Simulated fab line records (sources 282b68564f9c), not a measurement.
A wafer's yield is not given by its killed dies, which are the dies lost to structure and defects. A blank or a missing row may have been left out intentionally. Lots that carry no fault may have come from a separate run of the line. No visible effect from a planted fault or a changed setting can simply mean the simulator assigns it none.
8D (eight disciplines) problem report, filled in by code :: flow ritCmos :: the parts of the form that need people (team, actions taken, sign-off) are left out

## 1. THE ISSUE
Mean of rfFwdPowerW at RIT_SPACER_ETCHBACK_05: 349.2 W across 6 wafers in 2 lots; on wafers with no fault it is 249.3 W (standard deviation 0.83). That is +99 or more standard deviations from the usual mean.
The step: etches Si3N4 in SF6/CHF3, stops on SiO2, target depth 250 nm, time 240 s.
First seen on wafer L176.1, day 6 07:30, on rieDiel-01. The record holds 39 wafers of 13 lots with a number at this step. Rule for "out", or "out of limits": more than 4 standard deviations from the usual mean. All remaining wafers that have a number are taken as sound.

## 2. WHAT IT IS, WHAT IT ISN'T
question: which readings at this step
is: rfFwdPowerW
is not: drypumpMotorCurrentA, oesProductAu, throttleValvePct

question: which lots
is: L176, L177
is not: L160, L161, L162, L163, L164, L165, L166, L167, L168, L179, L183

question: which wafers of those lots
is: all that have a number
is not: -

question: read on which tools
is: rieDiel-01
is not: rieDiel-03, rieDiel-04

question: when
is: from day 6 07:30
is not: up to then (27 sound wafers); but 6 sound wafers of L179, L183 came after

## 3. WHAT RULES OUT EACH SUSPECT
Counting: any tool at a process step up to the reading is kept as a suspect provided that every lot that is out went through it and no sound lot did after the first of them.
- rieDiel-01 at RIT_SPACER_ETCHBACK_05 (etches Si3N4 in SF6/CHF3, stops on SiO2, target depth 250 nm, time 240 s): kept. All lots that are out passed through it, beginning with L176 at day 6 07:30, and no sound lot followed; its final sound lot before that point was L168 at day 4 15:19. On those wafers its own readings are out: rfFwdPowerW.
Remaining after the count: rieDiel-01 at RIT_SPACER_ETCHBACK_05.

## 4. THE CAUSE (what the simulator had put in)
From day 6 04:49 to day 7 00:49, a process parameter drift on rieDiel-01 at RIT_SPACER_ETCHBACK_05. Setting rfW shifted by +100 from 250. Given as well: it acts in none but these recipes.
Only this tool survived the counting.

## 5. THE CHAIN OF EFFECTS, in route order
Each row: a reading whose mean over the struck wafers that have a number lies more than 3 standard deviations from the usual. Scope: only readings with a usual standard deviation given in the record; hours: median across lots of the time from each lot's start at the first step in this table that gives one to its start at this step; sigmas: change in usual standard deviations.
hours: 0
step: RIT_SPACER_ETCHBACK_05
reading: rfFwdPowerW
usual: 249.3 W
on struck wafers: 349.2
change: +99.9
sigmas: +99 or more
Here are the process steps it includes:
- RIT_SPACER_ETCHBACK_05: etches Si3N4 in SF6/CHF3, stops on SiO2, target depth 250 nm, time 240 s.

## 6. WHAT WOULD HAVE CAUGHT IT SOONER
First out-of-limits reading in this record: day 6 07:30, which is 3 hours after fault onset at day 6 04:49.
